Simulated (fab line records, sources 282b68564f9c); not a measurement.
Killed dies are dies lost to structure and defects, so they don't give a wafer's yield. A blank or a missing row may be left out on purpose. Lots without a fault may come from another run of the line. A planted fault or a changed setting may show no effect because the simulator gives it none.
Chamber matching | flow rit_cmos | RIT_GATE_ETCH_19 on rie_si-01: 4 sister chambers
The step etches poly-Si in SF6/CHF3/O2, stops on SiO2, time 165 s, target depth 312.5 nm. 16 wafers are shown with their chamber, then 8 later ones without.

WAFERS WITH THEIR CHAMBER
wafer  | chamber | drypump_motor_current_A (A) | throttle_valve_pct (%) | oes_product_au (a.u.)
L470.2 | 1       | 5.6                         | 10.20                  | 0.813
L470.3 | 3       | 6.0                         | 10.05                  | 0.812
L470.6 | 0       | 5.8                         | 10.32                  | 0.854
L472.2 | 2       | 5.8                         | 10.05                  | 0.835
L472.3 | 1       | 5.6                         | 10.21                  | 0.797
L472.6 | 1       | 5.6                         | 10.23                  | 0.812
L474.3 | 1       | 5.6                         | 10.20                  | 0.809
L474.4 | 0       | 5.8                         | 10.32                  | 0.836
L474.5 | 1       | 5.6                         | 10.19                  | 0.800
L476.3 | 3       | 6.0                         | 10.08                  | 0.801
L476.5 | 2       | 5.8                         | 10.04                  | 0.828
L476.6 | 1       | 5.6                         | 10.21                  | 0.796
L478.1 | 0       | 5.9                         | 10.31                  | 0.847
L478.5 | 3       | 6.0                         | 10.06                  | 0.826
L478.6 | 2       | 5.8                         | 10.05                  | 0.858
L486.3 | 1       | 5.6                         | 10.18                  | 0.811

SIGNATURES (means of the wafers above)
reading                 | chamber 0 | chamber 1 | chamber 2 | chamber 3 | scatter within a chamber
drypump_motor_current_A | 5.833     | 5.600     | 5.800     | 6.000     | 0.0236
throttle_valve_pct      | 10.3167   | 10.2029   | 10.0467   | 10.0633   | 0.0134
oes_product_au          | 0.84567   | 0.80543   | 0.84033   | 0.81300   | 0.0104
Rule: a wafer's distance from a chamber is the root of the sum, over the readings, of the square of ((its reading less the chamber's mean) divided by the reading's scatter). The wafer belongs to the nearest chamber; if the next one is less than 2 further off, it can't be placed. The scatter: the root of (the sum of the squares of (reading less its chamber's mean) over the shown wafers, divided by (wafers less chambers)).

WAFERS WITHOUT THEIR CHAMBER
wafer  | drypump_motor_current_A (A) | throttle_valve_pct (%) | oes_product_au (a.u.)
L486.5 | 5.9                         | 10.31                  | 0.847
L486.6 | 6.0                         | 10.03                  | 0.821
L488.1 | 5.8                         | 10.04                  | 0.846
L488.2 | 5.8                         | 10.31                  | 0.850
L488.4 | 5.6                         | 10.20                  | 0.803
L492.2 | 6.0                         | 10.07                  | 0.803
L492.4 | 6.0                         | 10.05                  | 0.807
L492.5 | 5.6                         | 10.23                  | 0.800

WHICH CHAMBER EACH WENT THROUGH
wafer  | from the rows above | in truth
L486.5 | 0                   | 0
L486.6 | 3                   | 3
L488.1 | 2                   | 2
L488.2 | 0                   | 0
L488.4 | 1                   | 1
L492.2 | 3                   | 3
L492.4 | 3                   | 3
L492.5 | 1                   | 1
Placed correctly: 8 of 8. Can't be placed from these rows: 0. Placed wrongly: 0.
